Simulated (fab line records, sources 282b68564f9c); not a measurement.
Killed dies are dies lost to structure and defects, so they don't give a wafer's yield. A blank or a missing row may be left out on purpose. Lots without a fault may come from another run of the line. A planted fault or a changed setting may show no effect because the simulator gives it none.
Split-lot experiment | flow rit_cmos | 5 lots, 23 wafers read, on a route of 202 steps

THE SPLIT
At RIT_M1_COAT_04 (resist thk 1300 nm), the setting resist_thk_nm was moved away from the recipe's 1300 nm on 6 of the 23 wafers read, by -4.8% to +3.8%. The other wafers ran this setting at the recipe's value.

FROM THE SPLIT TO THE READING: what the file shows between them, 4 steps
- RIT_M1_SOFTBAKE_05: time 60 s
- RIT_M1_EXPOSE_06: exposes mask M12, target cd 2600 nm
- RIT_M1_PEB_07
- RIT_M1_DEVELOP_08: develop time 68 s

THE READING
cd_nm, in nm, at RIT_M1_CD_MEAS_09 (target cd 2600 nm). Fault-free wafers of this fab line usually give 2600.3 nm, standard deviation 2.6 nm.

wafer  | tool, chamber at the split | resist_thk_nm as run, nm | against the recipe | cd_nm, nm | against lot-mates on the recipe
L076.1 | litho_track-03, 0          | 1300                     | recipe             | 2598.6    | -
L076.2 | litho_track-03, 0          | 1300                     | recipe             | 2598.8    | -
L076.6 | litho_track-03, 0          | 1300                     | recipe             | 2597.5    | -
L077.2 | litho_track-03, 0          | 1300                     | recipe             | 2600.5    | -
L077.3 | litho_track-03, 0          | 1300                     | recipe             | 2604.3    | -
L077.4 | litho_track-03, 0          | 1300                     | recipe             | 2601.5    | -
L077.5 | litho_track-03, 0          | 1300                     | recipe             | 2603.0    | -
L077.6 | litho_track-03, 0          | 1300                     | recipe             | 2603.0    | -
L079.2 | litho_track-04, 0          | 1300                     | recipe             | 2600.4    | -
L079.3 | litho_track-04, 0          | 1300                     | recipe             | 2600.9    | -
L079.4 | litho_track-04, 0          | 1300                     | recipe             | 2599.5    | -
L079.5 | litho_track-04, 0          | 1336                     | +2.8%              | 2603.1    | +2.8
L079.6 | litho_track-04, 0          | 1336                     | +2.8%              | 2601.9    | +1.6
L080.1 | litho_track-02, 0          | 1350                     | +3.8%              | 2603.9    | +5.7
L080.2 | litho_track-02, 0          | 1300                     | recipe             | 2600.6    | -
L080.4 | litho_track-02, 0          | 1300                     | recipe             | 2597.4    | -
L080.5 | litho_track-02, 0          | 1300                     | recipe             | 2596.6    | -
L080.6 | litho_track-02, 0          | 1350                     | +3.8%              | 2604.5    | +6.3
L084.1 | litho_track-02, 0          | 1237                     | -4.8%              | 2594.2    | -4.1
L084.2 | litho_track-02, 0          | 1300                     | recipe             | 2598.6    | -
L084.3 | litho_track-02, 0          | 1237                     | -4.8%              | 2592.1    | -6.2
L084.4 | litho_track-02, 0          | 1300                     | recipe             | 2598.4    | -
L084.5 | litho_track-02, 0          | 1300                     | recipe             | 2597.9    | -

THE FIT
A straight line over all 23 wafers: cd_nm changes by +1.24 nm for each +1% of resist_thk_nm; r = +0.79; the points scatter about the line by 2 nm.
The same after taking each lot's own level away (the mean of its wafers on the recipe; 23 wafers): +1.18 nm for each +1%; r = +0.90; scatter 1.2 nm.
On that fit, the largest move of resist_thk_nm shifts the reading by 5.7 nm.
The lots' own levels span 2598.20 to 2602.46 nm, that is 1.6 times the standard deviation above.
So the lot-to-lot level blurs the effect unless lot-mates are compared.
Check: with one of the wafers moved furthest among these (-4.8%) left out of the fit, the line predicts -6.32 nm for it against its lot-mates. It came out at -4.1 nm against them.

OTHER SPLITS ON THESE WAFERS
These wafers also went through other splits before the reading. Each is held against what the fit with the lots' levels taken away leaves over:
other split on the same wafers        | wafers away from the commonest value | r with cd_nm (lot level and that fit taken away)
RIT_PSD_HARDBAKE_07 temp_c            | 7                                    | -0.16
RIT_SILICIDE_SPUTTER_01 time_s        | 8                                    | -0.10
RIT_CONTACT_CVD_00 time_s             | 12                                   | -0.12
RIT_CONTACT_DEVELOP_07 develop_time_s | 2                                    | -0.18
RIT_M1_SPUTTER_00 power_w             | 7                                    | +0.09

THE WHOLE CHAIN: every reading that the file lists as answering this split, in the file's order
step               | what it does       | reading                                                                       | change (the file's fit)              | r (the file's)
RIT_M1_COAT_04     | resist thk 1300 nm | NOVOLAK_of_M1_COAT_04.thk_nm (the simulator's own value, which no gauge read) | +13.6 nm for each +1% of the setting | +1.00
RIT_M1_CD_MEAS_09  | target cd 2600 nm  | cd_nm                                                                         | +1.18 nm for each +1% of the setting | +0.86
RIT_M1_HARDBAKE_11 | time 120 s         | NOVOLAK_of_M1_COAT_04.thk_nm (the simulator's own value, which no gauge read) | +11.7 nm for each +1% of the setting | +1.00

THE FILE'S OWN FIT
cd_nm changes by +1.18 nm for each +1% of resist_thk_nm, r = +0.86.
